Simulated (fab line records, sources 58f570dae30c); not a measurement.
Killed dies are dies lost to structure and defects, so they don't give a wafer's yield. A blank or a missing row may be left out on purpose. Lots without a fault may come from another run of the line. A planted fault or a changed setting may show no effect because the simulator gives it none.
Split-lot experiment | flow berkeley_cmos170 | 5 lots, 23 wafers read, on a route of 331 steps

THE SPLIT
At UCB170_ACTIVE_COAT_08 (resist thk 900 nm), the setting resist_thk_nm was moved away from the recipe's 900 nm on 9 of the 23 wafers read, by -2.9% to +4.9%. The other wafers ran this setting at the recipe's value.

The file shows no step between the split and the reading.

THE READING
KrF_of_ACTIVE_COAT_08.thk_nm (the simulator's own value, which no gauge read), in nm, at UCB170_ACTIVE_ETCH_15 (etches Si3N4 in CH3F/Ar/O2, stops on SiO2, target depth 242 nm, time 151 s). The file gives no usual value for it. The 14 wafers here that ran the recipe average 724.9 nm, standard deviation 11 nm.

wafer  | tool, chamber at the split | resist_thk_nm as run, nm | against the recipe | KrF_of_ACTIVE_COAT_08.thk_nm, nm | against lot-mates on the recipe
L077.1 | litho_track-04, 0          | 922.3                    | +2.5%              | 734                              | +18.8
L077.2 | litho_track-04, 0          | 900                      | recipe             | 724.2                            | -
L077.3 | litho_track-04, 0          | 922.3                    | +2.5%              | 748.9                            | +33.7
L077.5 | litho_track-04, 0          | 900                      | recipe             | 706.1                            | -
L077.6 | litho_track-04, 0          | 922.3                    | +2.5%              | 753.6                            | +38.4
L078.1 | litho_track-03, 0          | 900                      | recipe             | 722                              | -
L078.4 | litho_track-03, 0          | 900                      | recipe             | 724.7                            | -
L078.5 | litho_track-03, 0          | 900                      | recipe             | 718                              | -
L081.1 | litho_track-04, 0          | 900                      | recipe             | 732.1                            | -
L081.2 | litho_track-04, 0          | 900                      | recipe             | 729                              | -
L081.3 | litho_track-04, 0          | 944                      | +4.9%              | 774.9                            | +37.2
L081.4 | litho_track-04, 0          | 944                      | +4.9%              | 787.8                            | +50.1
L081.6 | litho_track-04, 0          | 900                      | recipe             | 752.1                            | -
L082.1 | litho_track-03, 0          | 900                      | recipe             | 711.2                            | -
L082.2 | litho_track-03, 0          | 923.9                    | +2.7%              | 735.2                            | +16.4
L082.3 | litho_track-03, 0          | 923.9                    | +2.7%              | 730.8                            | +12.0
L082.5 | litho_track-03, 0          | 900                      | recipe             | 723.9                            | -
L082.6 | litho_track-03, 0          | 900                      | recipe             | 721.2                            | -
L085.1 | litho_track-03, 0          | 873.8                    | -2.9%              | 696.8                            | -31.4
L085.2 | litho_track-03, 0          | 900                      | recipe             | 736.2                            | -
L085.3 | litho_track-03, 0          | 900                      | recipe             | 724.5                            | -
L085.4 | litho_track-03, 0          | 900                      | recipe             | 724                              | -
L085.5 | litho_track-03, 0          | 873.8                    | -2.9%              | 709.3                            | -18.9

THE FIT
A straight line over all 23 wafers: KrF_of_ACTIVE_COAT_08.thk_nm changes by +9.02 nm for each +1% of resist_thk_nm; r = +0.84; the points scatter about the line by 12 nm.
The same after taking each lot's own level away (the mean of its wafers on the recipe; 23 wafers): +8.93 nm for each +1%; r = +0.91; scatter 8.3 nm.
On that fit, the largest move of resist_thk_nm shifts the reading by 44 nm.
The lots' own levels span 715.15 to 737.73 nm, that is 2.1 times the standard deviation above.
So the lot-to-lot level changes the slope little: the two slopes agree.
Check: with one of the wafers moved furthest among these (+4.9%) left out of the fit, the line predicts +46.2 nm for it against its lot-mates. It came out at +37.2 nm against them.

OTHER SPLITS ON THESE WAFERS
These wafers also went through other splits before the reading. Each is held against what the fit with the lots' levels taken away leaves over:
other split on the same wafers        | wafers away from the commonest value | r with KrF_of_ACTIVE_COAT_08.thk_nm (lot level and that fit taken away)
UCB170_ZERO_COAT_01 resist_thk_nm     | 10                                   | +0.01
UCB170_ZERO_PEB_04 peb_temp_c         | 8                                    | -0.08
UCB170_NWELL_CVD_04 sih2cl2_flow_sccm | 10                                   | -0.17
UCB170_PWELL_ETCH_14 rf_w             | 10                                   | -0.19

THE WHOLE CHAIN: every reading that the file lists as answering this split, in the file's order
step                   | what it does                                                               | reading                                                                       | change (the file's fit)              | r (the file's)
UCB170_ACTIVE_COAT_08  | resist thk 900 nm                                                          | KrF_of_ACTIVE_COAT_08.thk_nm (the simulator's own value, which no gauge read) | +9.06 nm for each +1% of the setting | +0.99
UCB170_ACTIVE_ETCH_15  | etches Si3N4 in CH3F/Ar/O2, stops on SiO2, target depth 242 nm, time 151 s | KrF_of_ACTIVE_COAT_08.thk_nm (the simulator's own value, which no gauge read) | +8.76 nm for each +1% of the setting | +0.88
UCB170_ACTIVE_STRIP_16 | strips in O2                                                               | strip_time_to_endpoint_s                                                      | withheld for each +1% of the setting | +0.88

THE FILE'S OWN FIT
KrF_of_ACTIVE_COAT_08.thk_nm changes by +8.76 nm for each +1% of resist_thk_nm, r = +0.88.
